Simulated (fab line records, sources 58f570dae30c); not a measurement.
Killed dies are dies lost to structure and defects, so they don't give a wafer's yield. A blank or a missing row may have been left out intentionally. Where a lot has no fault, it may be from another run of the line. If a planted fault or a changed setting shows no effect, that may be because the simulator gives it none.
The tool behind it: which one? + flow berkeley cmos170 + 21 wafers from 7 lots sampled at 2 of the route's 331 steps

## WHAT EACH GAUGE READ, for each wafer
UCB170_SDANNEAL_RS_MEAS_04: measurement is done with a four-point probe.
| lot  | measured     | on            | PLDD_RS (ohm/sq)                          |
|------|--------------|---------------|-------------------------------------------|
| L101 | day 8 17:30  | film metro-03 | 1030.7 1035.5 1035.6                      |
| L104 | day 9 11:13  | film metro-02 | 1026.7 1027.6 1029.5                      |
| L108 | day 10 10:44 | film metro-02 | 1035.7 1033.2 1035.8                      |
| L110 | day 10 10:23 | film metro-04 | 1034.4 1032.1 1030.7                      |
| L112 | day 10 21:38 | film metro-04 | 1031.5 1031.3 1029.4                      |
| L120 | day 13 08:38 | film metro-03 | 1104.7 1103.9 1108.2 1103.9 1103.6 1106.8 |
| L122 | day 13 10:42 | film metro-03 | 1031.3 1032.9 1032.0                      |

## EACH LOT AND THE TOOL THAT RAN IT (in order: tool; ch and the chambers of the sampled wafers; start)
| lot  | UCB170_PLDD_IMPLANT_09          |
|------|---------------------------------|
| L101 | implanter-03 ch 0, day 8 04:28  |
| L104 | implanter-04 ch 0, day 8 18:58  |
| L108 | implanter-02 ch 0, day 9 20:08  |
| L110 | implanter-04 ch 0, day 9 20:26  |
| L112 | implanter-02 ch 0, day 10 05:49 |
| L120 | implanter-03 ch 0, day 12 14:56 |
| L122 | implanter-04 ch 0, day 12 19:27 |
- UCB170_PLDD_IMPLANT_09

## THE ANSWER, worked out from the rows above alone
Rule: what is usual is taken from the lots themselves. The widest of any qualifying gaps counts: lots, ordered by their means at a reading, are off when they make up no more than a third of the lots, leave a main group of 4 or more, and stand apart from it by 3 or more times the standard deviation of that group's means. The tables above print the reading to a certain number of digits; a main group whose means all agree to those digits is not used. A lot without any number at a reading at which 4 lots or more have one is off too. The other lots that the step has rows for count as sound.
Off: L120, seen at UCB170_SDANNEAL_RS_MEAS_04 (PLDD_RS). For the main group the mean is 1032.0 ohm/sq and the standard deviation 2.3.
A tool fits if, at a process step before that reading, it ran every lot that is off, and no sound lot after the first of them. The gauges at UCB170_SDANNEAL_RS_MEAS_04 are tried like those tools. One fits: UCB170_PLDD_IMPLANT_09 on implanter-03. A fault onset in the window from L101 (day 8 04:28, its last sound lot) to L120 (day 12 14:56, its first lot off) fits.

## WHAT HAD BEEN PUT IN BY THE SIMULATOR
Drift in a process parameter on implanter-03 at UCB170_PLDD_IMPLANT_09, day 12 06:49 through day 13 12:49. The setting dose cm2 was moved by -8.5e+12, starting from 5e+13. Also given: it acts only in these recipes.
Shown lots that were struck: L120. The rule given above showed the same thing.
